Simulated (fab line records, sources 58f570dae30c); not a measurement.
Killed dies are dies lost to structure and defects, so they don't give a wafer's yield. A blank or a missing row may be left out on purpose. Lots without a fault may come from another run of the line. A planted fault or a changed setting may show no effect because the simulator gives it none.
Chamber matching | flow berkeley_cmos170 | UCB170_GATE_ETCH_15 on rie_si-01: 4 sister chambers
The step etches poly-Si in HBr/Cl2, stops on SiO2, time 56.3 s, target depth 278.2 nm. 8 wafers are shown with their chamber, then 9 later ones without.

WAFERS WITH THEIR CHAMBER
wafer  | chamber | throttle_valve_pct (%) | drypump_motor_current_A (A)
L360.1 | 1       | 26.74                  | 5.1
L368.5 | 2       | 26.73                  | 6.3
L368.6 | 3       | 26.51                  | 4.9
L373.1 | 2       | 26.74                  | 6.3
L373.5 | 0       | 26.09                  | 5.9
L374.2 | 1       | 26.72                  | 5.1
L374.4 | 3       | 26.52                  | 4.9
L374.6 | 0       | 26.10                  | 5.8

WAFERS WITHOUT THEIR CHAMBER
wafer  | throttle_valve_pct (%) | drypump_motor_current_A (A)
L372.1 | 26.75                  | 6.4
L372.2 | 26.72                  | 5.1
L372.6 | 26.10                  | 5.9
L375.1 | 26.73                  | 5.1
L375.2 | 26.52                  | 4.9
L375.3 | 26.09                  | 5.9
L378.3 | 26.74                  | 6.4
L378.5 | 26.52                  | 4.9
L378.6 | 26.73                  | 6.4

WHICH CHAMBER EACH WENT THROUGH
wafer  | from the rows above | in truth
L372.1 | 2                   | 2
L372.2 | 1                   | 1
L372.6 | 0                   | 0
L375.1 | 1                   | 1
L375.2 | 3                   | 3
L375.3 | 0                   | 0
L378.3 | 2                   | 2
L378.5 | 3                   | 3
L378.6 | 2                   | 2
Placed correctly: 9 of 9. Can't be placed from these rows: 0. Placed wrongly: 0.
How it was worked out, from the rows above alone: a wafer's distance from a chamber is the root of the sum, over the readings, of the square of ((its reading less the chamber's mean) divided by the reading's scatter). The wafer belongs to the nearest chamber; if the next one is less than 2 further off, it can't be placed. A chamber's mean is the mean of its shown wafers. The scatter: the root of (the sum of the squares of (reading less its chamber's mean) over the shown wafers, divided by (wafers less chambers)).
